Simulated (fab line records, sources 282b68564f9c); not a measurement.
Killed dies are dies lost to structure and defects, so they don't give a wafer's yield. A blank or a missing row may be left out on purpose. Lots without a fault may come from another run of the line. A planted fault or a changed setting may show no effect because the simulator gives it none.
Which tool did it? | flow rit_cmos | 7 lots, 21 wafers sampled, at 2 steps of a route of 202

WHAT THE GAUGES READ, wafer by wafer
RIT_PLDD_TW_MEAS_10.
lot  | measured    | on            | PLDD_TW
L483 | day 3 14:36 | film_metro-02 | 2311 2292 2298
L485 | day 4 03:13 | film_metro-01 | 2366 2362 2355
L487 | day 4 11:45 | film_metro-02 | 2307 2298 2309
L489 | day 4 19:04 | film_metro-04 | 2330 2349 2340
L492 | day 5 08:43 | film_metro-01 | 2360 2346 2358
L499 | day 6 22:55 | film_metro-04 | 2697 2707 2688
L504 | day 8 05:48 | film_metro-04 | 2327 2332 2325

WHICH TOOL RAN EACH LOT (tool, then ch and the chambers of the sampled wafers, then the start)
lot  | RIT_PLDD_IMPLANT_08
L483 | implanter-01 ch 0, day 3 14:17
L485 | implanter-02 ch 0, day 4 02:54
L487 | implanter-01 ch 0, day 4 11:26
L489 | implanter-01 ch 0, day 4 18:46
L492 | implanter-03 ch 0, day 5 08:25
L499 | implanter-03 ch 0, day 6 22:35
L504 | implanter-02 ch 0, day 8 05:29
- RIT_PLDD_IMPLANT_08

THE ANSWER, worked out from the rows above alone
Rule: what is usual is taken from the lots themselves. Put in order of their means at a reading, lots are off if they are a third of the lots or fewer, leave a main group of 4 or more, and stand apart from it by a gap of 3 or more times the standard deviation of the main group's means; of several such gaps the widest counts. A main group whose means are all the same, to the digits that the tables above print for the reading, isn't used. A lot without any number at a reading at which 4 lots or more have one is off too. The other lots that the step has rows for count as sound.
Off: L499, at RIT_PLDD_TW_MEAS_10 (PLDD_TW). The main group: mean 2331, standard deviation 23.
A tool fits if, at a process step before that reading, it ran every lot that is off, and no sound lot after the first of them. The gauges at RIT_PLDD_TW_MEAS_10 are tried like those tools. One fits: implanter-03 at RIT_PLDD_IMPLANT_08. Its last sound lot is L492 (day 5 08:25), its first lot that is off L499 (day 6 22:35): a fault that began between those two fits.

WHAT THE SIMULATOR HAD PUT IN
Process parameter drift: implanter-03, from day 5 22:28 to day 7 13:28, at RIT_PLDD_IMPLANT_08. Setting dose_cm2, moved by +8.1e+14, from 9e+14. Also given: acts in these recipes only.
Lots struck among those shown: L499. The rule above found the same.
